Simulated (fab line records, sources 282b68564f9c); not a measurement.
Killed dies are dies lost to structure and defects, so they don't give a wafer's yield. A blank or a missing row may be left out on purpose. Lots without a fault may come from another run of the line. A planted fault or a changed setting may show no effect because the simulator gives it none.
Tool commonality check | flow rit_cmos | 14 lots, 48 wafers sampled

WHY IT WAS OPENED
At RIT_ACTIVE_THK_MEAS_02 the reading ACTIVE_OXIDE_THK is flagged on 2 of 14 lots. Wafers without a fault read 46.1 nm, standard deviation 1.
Rule: a lot is flagged when every wafer of it that has a number lies more than 4 standard deviations from that mean, or none has a number. The other lots count as sound.

lot  | measured    | on            | ACTIVE_OXIDE_THK (nm), wafer by wafer | flag
L896 | day 1 12:04 | film_metro-02 | 46.0 46.0 46.6                        |
L897 | day 1 19:05 | film_metro-02 | 46.0 46.0 45.8                        |
L898 | day 2 02:31 | film_metro-02 | 44.5 45.2 45.0                        |
L899 | day 2 06:49 | film_metro-02 | 46.8 45.7 46.2                        |
L901 | day 2 14:02 | film_metro-02 | 47.4 47.3 48.2                        |
L902 | day 2 19:14 | film_metro-04 | 44.9 45.4 45.9                        |
L904 | day 3 08:34 | film_metro-02 | 75.6 75.0 74.7 75.5 74.9 74.7         | FLAGGED
L905 | day 3 10:36 | film_metro-02 | 45.4 45.3 45.5                        |
L914 | day 5 11:28 | film_metro-04 | 45.3 44.4 45.0                        |
L913 | day 5 11:29 | film_metro-01 | 71.4 72.1 71.3 71.4 72.0 71.4         | FLAGGED
L915 | day 5 11:29 | film_metro-02 | 45.5 46.5 45.8                        |
L916 | day 5 18:56 | film_metro-02 | 46.3 46.4 45.8                        |
L918 | day 6 06:53 | film_metro-04 | 46.1 46.0 46.0                        |
L919 | day 6 08:50 | film_metro-01 | 46.4 45.8 46.2                        |
The numbers of the flagged lots are 73.3 nm on average: +27.2 nm against the usual, or +27 standard deviations.

WHICH TOOL RAN EACH LOT
The record holds 1 process step before the reading, out of a route of 202 steps. In each cell: the tool, then ch and the chambers that the sampled wafers went through, then the start.
lot  | flag    | RIT_ACTIVE_OXIDATION_01
L896 |         | furnace-03 ch 0, day 1 10:07
L897 |         | furnace-01 ch 0, day 1 17:08
L898 |         | furnace-01 ch 0, day 2 00:35
L899 |         | furnace-03 ch 0, day 2 04:52
L901 |         | furnace-04 ch 0, day 2 12:05
L902 |         | furnace-03 ch 0, day 2 17:19
L904 | FLAGGED | furnace-04 ch 0, day 3 03:22
L905 |         | furnace-01 ch 0, day 3 08:39
L914 |         | furnace-01 ch 0, day 5 09:32
L913 | FLAGGED | furnace-01 ch 0, day 5 03:54
L915 |         | furnace-01 ch 0, day 5 09:32
L916 |         | furnace-04 ch 0, day 5 17:00
L918 |         | furnace-04 ch 0, day 6 04:58
L919 |         | furnace-04 ch 0, day 6 06:53
What these steps do:
- RIT_ACTIVE_OXIDATION_01: target thk 46.8 nm, ox time 3360 s.
- RIT_ACTIVE_THK_MEAS_02

FLAGGED OVER TOTAL, TOOL BY TOOL (the gauges that took the reading come last)
step                    | tool          | lots run | flagged | share of the flagged lots | sound lots run after its first flagged lot
RIT_ACTIVE_OXIDATION_01 | furnace-01    | 6        | 1       | some                      | 2 (L914,L915)
RIT_ACTIVE_OXIDATION_01 | furnace-03    | 3        | 0       | none                      | -
RIT_ACTIVE_OXIDATION_01 | furnace-04    | 5        | 1       | some                      | 3 (L916,L918,L919)
RIT_ACTIVE_THK_MEAS_02  | film_metro-01 | 2        | 1       | some                      | 1 (L919)
RIT_ACTIVE_THK_MEAS_02  | film_metro-02 | 9        | 1       | some                      | 3 (L905,L915,L916)
RIT_ACTIVE_THK_MEAS_02  | film_metro-04 | 3        | 0       | none                      | -

WHAT THE TABLE ALLOWS
No row of the table ran every flagged lot.

WHAT THE SIMULATOR HAD PUT IN
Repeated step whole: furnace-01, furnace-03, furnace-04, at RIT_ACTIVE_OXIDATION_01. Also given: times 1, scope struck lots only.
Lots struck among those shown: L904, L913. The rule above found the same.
